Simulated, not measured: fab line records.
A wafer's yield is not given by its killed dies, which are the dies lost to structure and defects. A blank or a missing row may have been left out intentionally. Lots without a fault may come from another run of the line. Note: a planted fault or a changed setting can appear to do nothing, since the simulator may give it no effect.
fab line records	flow berkeley_cmos170	part 2 of 2: steps 30 to 42 of 42
record lots=5	wafers=15	last_day=11
route steps=331 shown V1@262 M2@271 V2@292
lots that met no fault: from a run of the same line without faults
start_h: start of the lot's first displayed wafer, in hours after the record's first day	wait_h: hours elapsed since this lot's preceding step	" unchanged from the row above	L1.1+2: a single row standing in for several wafers	- either no value or no given start	* or withheld: withheld	< > ~ a bound
route shown NAME@n: names a module that has steps shown in the file, with the first one's number in the route	usual: mean and standard deviation over wafers with no fault	same: alike in all rows	chamber/n: place in a boat	sites: readings site by site	_std_site: the standard deviation of these	_edge_site: inner sites' mean taken away from outer sites' mean	radius_mm: for every site, how far away it sits from the centre of the wafer	mask NAME#n: copy n	behind: tool/chamber where the wafer was last shaped	hold: reason for holding the lot/hours on hold/outcome of the hold	device: which transistor (n, p or np) failed to switch	end of line: the tests these same wafers got at the end of their route	a step given without rows: its recipe and nothing more	killed: the dies lost at the first sort to structure and to defects; this is not the yield of the wafer	map: a wafer's dies, marking killed ones x, the rest . and places with no die _
set.NAME: the setting as run; set.NAME@STEP: as run at that earlier step	model.NAME: the simulator's own value behind a step, which no gauge read
lots seen at some steps along the route; tables by step, rows by wafer
services: a tool's chamber out of use, with start hour (start_h, from the record's first day; less than 0 if before it), hours out, and reason
## steps
# step UCB170_M2_CD_MEAS_90
# recipe target_cd_nm=700
# usual cd_nm=697/3.2
lot.wafer	tool	chamber	start_h	wait_h	cd_nm
L083.2	cd_sem-01	-	188.73	0.1	694
L083.4	"	-	"	"	688
L083.5	"	-	"	"	696
L078.1	cd_sem-01	-	189.85	0.1	700
L078.4	"	-	"	"	702
L078.5	"	-	"	"	695
L089.1	cd_sem-01	-	229.27	0.1	702
L089.2	"	-	"	"	698
L089.4	"	-	"	"	701
L094.1	cd_sem-01	-	240.42	0.1	697
L094.2	"	-	"	"	696
L094.3	"	-	"	"	698
L097.1	cd_sem-01	-	259.86	0.1	696
L097.3	"	-	"	"	698
L097.6	"	-	"	"	696
# step UCB170_V2_CVD_00
# recipe material=SiO2	target_thk_nm=2000	temp_c=390	precursor=TEOS/O2	time_s=250	rf_w=550	pressure_mtorr=9000
# usual heater_power_w=259/53	susceptor_temp_C=390.03/0.26
lot.wafer	tool	chamber	start_h	wait_h	heater_power_w	susceptor_temp_C
L083.2	pecvd-04	2	188.83	0.1	253	390.14
L083.4	"	1	"	"	239	389.95
L083.5	"	2	"	"	199	390.47
L078.1	pecvd-01	2	189.97	0.1	370	390.00
L078.4	"	2	"	"	270	389.99
L078.5	"	0	"	"	177	390.30
L089.1	pecvd-03	1	229.39	0.1	218	389.90
L089.2	"	2	"	"	187	390.12
L089.4	"	0	"	"	341	389.65
L094.1	pecvd-03	0	240.54	0.1	329	390.57
L094.2	"	2	"	"	212	389.74
L094.3	"	2	"	"	263	390.06
L097.1	pecvd-04	2	259.98	0.1	277	390.30
L097.3	"	0	"	"	224	389.89
L097.6	"	2	"	"	193	390.13
# step UCB170_V2_THK_MEAS_01
# recipe reads=SiO2_of_V2_CVD_00
# usual V2_TEOS_THK=1995/31
lot.wafer	tool	chamber	start_h	wait_h	V2_TEOS_THK[nm]
L083.2	film_metro-03	-	189.00	0.1	1949
L083.4	"	-	"	"	2061
L083.5	"	-	"	"	1952
L078.1	film_metro-03	-	190.13	0.1	2032
L078.4	"	-	"	"	2061
L078.5	"	-	"	"	2022
L089.1	film_metro-02	-	229.55	0.1	1940
L089.2	"	-	"	"	1966
L089.4	"	-	"	"	2037
L094.1	film_metro-04	-	240.77	0.2	1962
L094.2	"	-	"	"	1979
L094.3	"	-	"	"	1990
L097.1	film_metro-04	-	260.14	0.1	1959
L097.3	"	-	"	"	1962
L097.6	"	-	"	"	1987
# step UCB170_V2_CMP_02
# recipe material=SiO2	down_force_psi=6	platen_rpm=60	pad_velocity_m_s=0.75398
# usual motor_current_A=15.6/1.2	slurry_filter_dp_kPa=13.51/0.14
lot.wafer	tool	chamber	start_h	wait_h	motor_current_A	slurry_filter_dp_kPa
L083.2	cmp-02	2	189.05	0.0	16.3	13.37
L083.4	"	1	"	"	15.5	13.46
L083.5	"	3	"	"	15.1	13.52
L078.1	cmp-02	2	190.19	0.1	16.1	13.49
L078.4	"	0	"	"	15.6	13.22
L078.5	"	2	"	"	15.0	13.49
L089.4	cmp-02	2	229.66	0.1	15.4	13.48
L089.1	"	3	"	"	14.6	13.46
L089.2	"	0	"	"	15.7	13.47
L094.3	cmp-01	3	240.83	0.0	12.6	13.52
L094.2	"	0	"	"	15.7	13.41
L094.1	"	2	"	"	15.6	13.40
L097.3	cmp-02	2	260.25	0.1	15.9	13.44
L097.1	"	0	"	"	15.0	13.66
L097.6	"	2	"	"	16.5	13.48
# step UCB170_V2_BOW_MEAS_03
# recipe mode=bow
# usual V2_BOW=38/6.1
lot.wafer	tool	chamber	start_h	wait_h	V2_BOW[um]
L083.2	film_metro-02	-	189.37	0.3	42
L083.4	"	-	"	"	36
L083.5	"	-	"	"	41
L078.1	film_metro-03	-	190.49	0.2	45
L078.4	"	-	"	"	33
L078.5	"	-	"	"	34
L089.1	film_metro-03	-	229.93	0.2	38
L089.2	"	-	"	"	38
L089.4	"	-	"	"	35
L094.1	film_metro-03	-	241.13	0.1	35
L094.2	"	-	"	"	33
L094.3	"	-	"	"	43
L097.1	film_metro-03	-	260.50	0.1	30
L097.3	"	-	"	"	28
L097.6	"	-	"	"	32
# step UCB170_V2_THK_MEAS_04
# recipe reads=SiO2_of_V2_CVD_00
# usual V2_POLISHED_THK=1000.9/1.2
lot.wafer	tool	chamber	start_h	wait_h	V2_POLISHED_THK[nm]
L083.2	film_metro-02	-	189.48	0.1	999.2
L083.4	"	-	"	"	1002.4
L083.5	"	-	"	"	999.5
L078.1	film_metro-03	-	190.61	0.1	1001.3
L078.4	"	-	"	"	1001.9
L078.5	"	-	"	"	999.5
L089.1	film_metro-03	-	230.05	0.1	1000.1
L089.2	"	-	"	"	1001.5
L089.4	"	-	"	"	999.0
L094.1	film_metro-03	-	241.25	0.1	1000.6
L094.2	"	-	"	"	1001.7
L094.3	"	-	"	"	1000.7
L097.1	film_metro-03	-	260.62	0.1	1000.5
L097.3	"	-	"	"	999.7
L097.6	"	-	"	"	1000.4
# step UCB170_V2_CLEAN_05
# recipe chemistry=DIW
lot.wafer	tool	chamber	start_h	wait_h
L078.1+4+5	wet_bench-02	2	190.77	0.2
L083.2+4+5	wet_bench-02	3	190.77	1.3
L089.1+2+4	wet_bench-04	1	230.11	0.1
L094.1+2+3	wet_bench-03	2	241.37	0.1
L097.1+3+6	wet_bench-03	0	261.05	0.4
# step UCB170_V2_HMDS_06
# recipe prime_time_s=60	prime_temp_c=100
lot.wafer	tool	chamber	start_h	wait_h
L078.1+4+5	litho_track-01	0	190.95	0.0
L083.2+4+5	litho_track-02	0	190.97	0.0
L089.1+2+4	litho_track-02	0	230.30	0.0
L094.1+2+3	litho_track-01	0	241.54	0.0
L097.1+3+6	litho_track-01	0	261.46	0.2
# step UCB170_V2_COAT_07
# recipe resist=KrF	spin_rpm=1500	resist_thk_nm=900
lot.wafer	tool	chamber	start_h	wait_h
L078.1+4+5	litho_track-01	0	191.10	0.1
L083.2+4+5	litho_track-02	0	191.12	0.1
L089.1+2+4	litho_track-02	0	230.45	0.1
L094.1+2+3	litho_track-01	0	241.69	0.1
L097.1+3+6	litho_track-01	0	261.61	0.1
# step UCB170_V2_SOFTBAKE_08
# recipe resist=KrF	temp_c=130	time_s=60
lot.wafer	tool	chamber	start_h	wait_h
L078.1+4+5	litho_track-01	0	191.25	0.1
L083.2+4+5	litho_track-02	0	191.27	0.1
L089.1+2+4	litho_track-02	0	230.60	0.1
L094.1+2+3	litho_track-01	0	241.84	0.1
L097.1+3+6	litho_track-01	0	261.76	0.1
# step UCB170_V2_EXPOSE_09
# recipe mask_id=VIA2	target_cd_nm=700	na=0.5	sigma_outer=0.6	source_shape=conventional	dose_mj=37
# same sigma_outer=0.6
lot.wafer	tool	chamber	start_h	wait_h	mask
L083.2+4+5	krf_scanner-02	0	191.42	0.1	VIA2#0
L078.1+4+5	krf_scanner-02	0	191.51	0.2	VIA2#0
L089.1+2+4	krf_scanner-01	0	230.88	0.2	VIA2#0
L094.1+2+3	krf_scanner-02	0	242.12	0.2	VIA2#0
L097.1+3+6	krf_scanner-02	0	261.91	0.1	VIA2#0
# step UCB170_V2_PEB_10
# recipe peb_temp_c=130	peb_time_s=withheld	resist=KrF
lot.wafer	tool	chamber	start_h	wait_h
L083.2+4+5	litho_track-01	0	191.54	0.1
L078.1+4+5	litho_track-03	0	191.63	0.1
L089.1+2+4	litho_track-02	0	231.03	0.1
L094.1+2+3	litho_track-03	0	242.41	0.3
L097.1+3+6	litho_track-03	0	262.41	0.5
# step UCB170_V2_DEVELOP_11
# recipe developer=TMAH	develop_time_s=45	resist=KrF	dev_temp_c=21
lot.wafer	tool	chamber	start_h	wait_h
L083.2+4+5	litho_track-01	0	-	-
L078.1+4+5	litho_track-03	0	-	-
L089.1+2+4	litho_track-02	0	-	-
L094.1+2+3	litho_track-03	0	-	-
L097.1+3+6	litho_track-03	0	-	-
## services
tool	chamber	start_h	hours	kind
rie_diel-04	3	159.55	4.7	repair
rie_diel-04	2	160.71	2.1	repair
krf_scanner-02	-	169.03	3.6	pm
cmp-01	-	173.40	0.5	repair
krf_scanner-02	-	173.44	0.6	repair
krf_scanner-01	-	177.07	1.0	pm
cmp-01	-	177.89	0.5	repair
rie_diel-02	3	182.20	9.9	repair
rie_diel-01	1	184.20	7.6	repair
rie_diel-01	0	193.88	22.3	repair
krf_scanner-02	-	194.81	1.3	pm
cmp-02	-	209.69	4.2	pm
plasma_asher-01	-	211.22	0.7	repair
pvd_sputter-03	-	212.61	2.8	repair
rie_diel-01	1	212.77	5.0	repair
cmp-01	-	213.80	22.5	repair
pvd_sputter-01	-	223.67	2.0	repair
plasma_asher-03	-	225.04	2.9	repair
krf_scanner-01	-	226.89	1.3	pm
pecvd-03	1	232.88	22.7	repair
rie_diel-02	1	240.88	5.2	repair
krf_scanner-02	-	247.51	1.0	pm
krf_scanner-01	-	257.73	0.8	pm
pvd_sputter-03	-	261.95	3.3	repair
